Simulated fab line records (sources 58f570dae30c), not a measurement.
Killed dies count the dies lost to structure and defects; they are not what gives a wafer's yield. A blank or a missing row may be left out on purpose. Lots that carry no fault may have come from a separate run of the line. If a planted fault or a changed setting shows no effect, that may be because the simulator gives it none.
Which tool did it?    flow berkeley-cmos170    42 wafers from 14 lots sampled at 4 of the route's 331 steps

== WHAT EACH GAUGE READ, for each wafer ==
UCB170_M3_RS_MEAS_02: uses a four-point probe to measure. Usual: M3_AL_RS typically reads 0.0321 ohm/sq, with standard deviation 0.00032.
lot   measured      on             M3_AL_RS (ohm/sq)     flag
L837  day 9 15:59   film-metro-04  0.0319 0.0322 0.0319  
L838  day 9 18:07   film-metro-02  0.0320 0.0324 0.0324  
L836  day 9 21:44   film-metro-04  0.0318 0.0319 0.0320  
L839  day 9 20:07   film-metro-03  0.0318 0.0316 0.0320  
L840  day 9 19:11   film-metro-03  0.0320 0.0321 0.0322  
L842  day 10 07:28  film-metro-03  0.0319 0.0320 0.0322  
L843  day 10 08:03  film-metro-04  0.0321 0.0320 0.0320  
L844  day 11 03:02  film-metro-04  0.0326 0.0326 0.0327  
L845  day 11 02:47  film-metro-03  0.0319 0.0320 0.0321  
L846  day 11 17:07  film-metro-02  0.0316 0.0315 0.0316  
L850  day 12 05:54  film-metro-03  0.0325 0.0324 0.0325  
L851  day 12 05:11  film-metro-03  0.0320 0.0323 0.0322  
L857  day 13 15:59  film-metro-03  0.0325 0.0325 0.0326  
L858  day 13 22:44  film-metro-02  0.0329 0.0327 0.0325  

UCB170_M3_CD_MEAS_90: target cd 700 nm. Usual: cd-nm 700.5 nm, standard deviation 2.5.
lot   measured      on         cd-nm (nm)         flag
L837  day 9 19:31   cd-sem-02  701.9 703.2 703.0  
L838  day 9 20:51   cd-sem-02  697.4 696.6 694.3  
L836  day 10 00:15  cd-sem-02  700.4 695.5 701.1  
L839  day 9 22:46   cd-sem-02  700.6 697.4 701.3  
L840  day 9 22:08   cd-sem-02  701.6 698.1 701.9  
L842  day 10 09:56  cd-sem-01  701.4 701.1 701.5  
L843  day 10 11:00  cd-sem-02  700.6 699.0 697.3  
L844  day 11 07:40  cd-sem-01  704.5 707.2 701.9  
L845  day 11 07:17  cd-sem-02  701.8 701.2 703.6  
L846  day 12 00:29  cd-sem-01  703.4 699.7 706.0  
L850  day 12 08:15  cd-sem-01  702.9 702.7 702.2  
L851  day 12 08:01  cd-sem-01  697.0 696.1 697.3  
L857  day 13 20:53  cd-sem-01  701.0 700.5 703.4  
L858  day 14 01:24  cd-sem-01  699.2 699.5 702.3  

== WHAT TOOL EACH LOT RAN ON (gives the tool, then ch and the chambers of the sampled wafers, and finally the start) ==
lot   UCB170_CONTACT_CVD_01        UCB170_V2_CVD_00
L837  lpcvd-02 ch 0, day 8 21:05   pecvd-02 ch 0,2, day 9 13:05
L838  lpcvd-01 ch 1, day 8 21:20   pecvd-04 ch 1,2, day 9 15:03
L836  lpcvd-02 ch 1, day 8 22:52   pecvd-04 ch 0,1, day 9 18:55
L839  lpcvd-02 ch 1, day 8 22:52   pecvd-03 ch 0,1,2, day 9 16:34
L840  lpcvd-02 ch 1, day 8 22:52   pecvd-04 ch 0,1,2, day 9 15:32
L842  lpcvd-01 ch 1, day 9 13:27   pecvd-03 ch 0,1,2, day 10 04:54
L843  lpcvd-01 ch 1, day 9 13:27   pecvd-04 ch 0,1,2, day 10 05:31
L844  lpcvd-01 ch 1, day 10 03:52  pecvd-03 ch 0,1, day 10 22:29
L845  lpcvd-02 ch 0, day 10 04:10  pecvd-04 ch 0,2, day 10 22:07
L846  lpcvd-01 ch 1, day 10 21:23  pecvd-03 ch 1,2, day 11 14:07
L850  lpcvd-01 ch 1, day 11 07:02  pecvd-02 ch 0,1, day 12 01:49
L851  lpcvd-01 ch 0, day 11 07:02  pecvd-03 ch 1,2, day 12 01:34
L857  lpcvd-02 ch 1, day 12 20:17  pecvd-04 ch 0,1, day 13 12:45
L858  lpcvd-02 ch 0, day 12 20:17  pecvd-03 ch 0,1,2, day 13 19:49
- UCB170_CONTACT_CVD_01: deposits PSG from SiH4/O2/PH3, target thk 700 nm, time 2820 s.
- UCB170_V2_CVD_00: deposits SiO2 from TEOS/O2, target thk 2000 nm, time 250 s.

== WHAT THE TOOLS THEMSELVES READ (means of the sampled wafers that have a number; where no wafer has one, the mark that the record gives instead) ==
UCB170_V2_CVD_00. Usual: heater-power-w 279 W, standard deviation 55.
lot   tool      heater-power-w (W)  flag
L837  pecvd-02  233                 
L838  pecvd-04  289                 
L836  pecvd-04  302                 
L839  pecvd-03  295                 
L840  pecvd-04  288                 
L842  pecvd-03  268                 
L843  pecvd-04  258                 
L844  pecvd-03  233                 
L845  pecvd-04  291                 
L846  pecvd-03  264                 
L850  pecvd-02  291                 
L851  pecvd-03  288                 
L857  pecvd-04  322                 
L858  pecvd-03  286                 

== THE ANSWER, worked out from the rows above alone ==
Rule: lot off if the mean of its wafers having a number is beyond 3 standard deviations from the usual mean. Also off: a lot with no number at a reading for which 4 or more lots have one. Where the step has rows for the other lots, those lots are counted as sound. The gauges are gone through in route order, then the tools' own readings, and for those a lot's mean is taken as printed above. At the first step where some lot is off, the reading lying furthest off is the one used; lots without a number count as furthest.
No lot is off at any reading shown: from this, nothing can be told.

== WHAT THE SIMULATOR HAD PUT IN ==
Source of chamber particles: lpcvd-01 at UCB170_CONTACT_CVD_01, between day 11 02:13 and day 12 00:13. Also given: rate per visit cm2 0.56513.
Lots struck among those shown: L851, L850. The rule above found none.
